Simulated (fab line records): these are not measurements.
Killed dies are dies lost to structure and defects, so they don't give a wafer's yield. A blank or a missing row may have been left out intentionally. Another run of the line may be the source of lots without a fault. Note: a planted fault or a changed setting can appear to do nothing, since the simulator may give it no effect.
Which tool did it?	flow rit cmos	7 lots with 21 wafers sampled at 2 steps, on a route of 202 steps

WHAT EACH GAUGE READ, for each wafer
RIT_ACTIVE_THK_MEAS_02.
lot	measured	on	ACTIVE_OXIDE_THK (nm)
L734	day 1 17:03	film metro-01	46.4 46.4 46.8
L737	day 2 10:13	film metro-02	77.1 75.4 76.4
L740	day 2 23:59	film metro-04	46.9 46.9 46.5
L745	day 4 02:09	film metro-01	71.9 72.8 71.9
L750	day 5 01:38	film metro-01	47.3 47.1 47.4
L752	day 5 11:17	film metro-01	45.9 46.1 46.2
L754	day 5 21:03	film metro-01	46.6 46.6 46.9

WHICH TOOL RAN EACH LOT (tool, then ch and the chambers of the sampled wafers, then the start)
lot	RIT_ACTIVE_OXIDATION_01
L734	furnace-03 ch 0, day 1 15:07
L737	furnace-03 ch 0, day 2 06:07
L740	furnace-04 ch 0, day 2 22:03
L745	furnace-04 ch 0, day 3 22:07
L750	furnace-03 ch 0, day 4 23:41
L752	furnace-01 ch 0, day 5 09:19
L754	furnace-04 ch 0, day 5 19:07
- RIT_ACTIVE_OXIDATION_01: target thk 46.8 nm, ox time 3360 s.

THE ANSWER, worked out from the rows above alone
Rule: what is usual is taken from the lots themselves. Put in order of their means at a reading, lots are off if they are a third of the lots or fewer, leave a main group of 4 or more, and stand apart from it by a gap of 3 or more times the standard deviation of the main group's means; of several such gaps the widest counts. If all means in a main group match to the digits the tables above print for the reading, that group is not used. A lot without any number at a reading at which 4 lots or more have one is off too. Any other lot the step has rows for is counted as sound.
Off: L737, L745, seen at RIT_ACTIVE_THK_MEAS_02 (ACTIVE_OXIDE_THK). For the main group the mean is 46.7 nm and the standard deviation 0.39.
If a tool, at a process step before that reading, ran all the lots that are off and no sound lot after the first of them, it fits. Those tools and the gauges at RIT_ACTIVE_THK_MEAS_02 are tried in the same way. Of those tried, none fits.

WHAT THE SIMULATOR HAD PUT IN
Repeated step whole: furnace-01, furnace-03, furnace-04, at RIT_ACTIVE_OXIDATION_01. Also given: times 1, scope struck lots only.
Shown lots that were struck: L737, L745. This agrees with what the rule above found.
